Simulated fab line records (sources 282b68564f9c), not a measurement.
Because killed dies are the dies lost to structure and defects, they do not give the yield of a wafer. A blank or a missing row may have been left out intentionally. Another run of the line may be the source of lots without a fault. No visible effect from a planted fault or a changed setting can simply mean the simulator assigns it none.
Split-lot trial	flow rit-cmos	route with 202 steps; 5 lots, 23 wafers read

THE SPLIT
At RIT_ACTIVE_CVD_03 (deposits Si3N4 from SiH2Cl2/NH3, target thk 150 nm, time 1500 s), the setting pressure-mtorr was moved away from the recipe's 300 mTorr on 20 of the 23 wafers read, by -12.8% to +13.6%. The other wafers ran this setting at the recipe's value.

Split to reading: the file shows no intervening step.

THE READING
ACTIVE_NITRIDE_THK (nm), taken at RIT_ACTIVE_THK_MEAS_04. Fault-free wafers of this fab line usually give 149.8 nm, standard deviation 0.99 nm.

wafer	tool, chamber at the split	pressure-mtorr as run, mTorr	against the recipe	ACTIVE_NITRIDE_THK, nm	against lot-mates on the recipe
L074.1	-, -	340.8	+13.6%	157.2	no lot-mate on the recipe
L074.3	-, -	340.8	+13.6%	156.9	no lot-mate on the recipe
L074.4	-, -	340.8	+13.6%	158.3	no lot-mate on the recipe
L074.5	-, -	340.8	+13.6%	157.2	no lot-mate on the recipe
L074.6	-, -	340.8	+13.6%	156.4	no lot-mate on the recipe
L075.1	-, -	313.5	+4.5%	151.8	no lot-mate on the recipe
L075.2	-, -	313.5	+4.5%	151.5	no lot-mate on the recipe
L075.3	-, -	313.5	+4.5%	152.4	no lot-mate on the recipe
L075.4	-, -	313.5	+4.5%	152.3	no lot-mate on the recipe
L075.6	-, -	313.5	+4.5%	152.9	no lot-mate on the recipe
L078.2	-, -	284.2	-5.3%	148.3	no lot-mate on the recipe
L078.3	-, -	284.2	-5.3%	147.6	no lot-mate on the recipe
L078.4	-, -	284.2	-5.3%	147.2	no lot-mate on the recipe
L078.5	-, -	284.2	-5.3%	146.9	no lot-mate on the recipe
L078.6	-, -	284.2	-5.3%	146.5	no lot-mate on the recipe
L081.1	-, -	261.5	-12.8%	143.7	no lot-mate on the recipe
L081.3	-, -	261.5	-12.8%	144.4	no lot-mate on the recipe
L081.4	-, -	261.5	-12.8%	144.4	no lot-mate on the recipe
L081.5	-, -	261.5	-12.8%	143.6	no lot-mate on the recipe
L081.6	-, -	261.5	-12.8%	144.4	no lot-mate on the recipe
L084.3	lpcvd-01, 0	300	recipe	150.7	-
L084.4	lpcvd-01, 0	300	recipe	150.6	-
L084.6	lpcvd-01, 0	300	recipe	150.8	-

FIT RESULTS
A straight line over all 23 wafers: ACTIVE_NITRIDE_THK changes by +0.497 nm for each +1% of pressure-mtorr; r = +0.99; the points scatter about the line by 0.61 nm.
Too few moved wafers have a lot-mate on the recipe to fit a line with each lot's own level taken away.

THE WHOLE CHAIN: every reading that the file lists as answering this split, in the file's order
step	what it does	reading	change (the file's fit)	r (the file's)
RIT_ACTIVE_CVD_03	deposits Si3N4 from SiH2Cl2/NH3, target thk 150 nm, time 1500 s	Si3N4_of_ACTIVE_CVD_03.thk-nm (the simulator's own value, which no gauge read)	+0.494 nm for each +1% of the setting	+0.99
RIT_ACTIVE_THK_MEAS_04		ACTIVE_NITRIDE_THK	+0.497 for each +1% of the setting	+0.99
RIT_ACTIVE_ETCH_13	etches Si3N4 in SF6, stops on SiO2, time 210 s, target depth 210 nm	etch.depth-nm (the simulator's own value, which no gauge read)	+0.495 nm for each +1% of the setting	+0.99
RIT_FOX2_OXIDATION_00	target thk 350.7 nm, ox time 1130 s	Si3N4_of_ACTIVE_CVD_03.thk-nm (the simulator's own value, which no gauge read)	+0.498 nm for each +1% of the setting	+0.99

FILE'S OWN FIT
ACTIVE_NITRIDE_THK changes by +0.497 nm for each +1% of pressure-mtorr, r = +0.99.
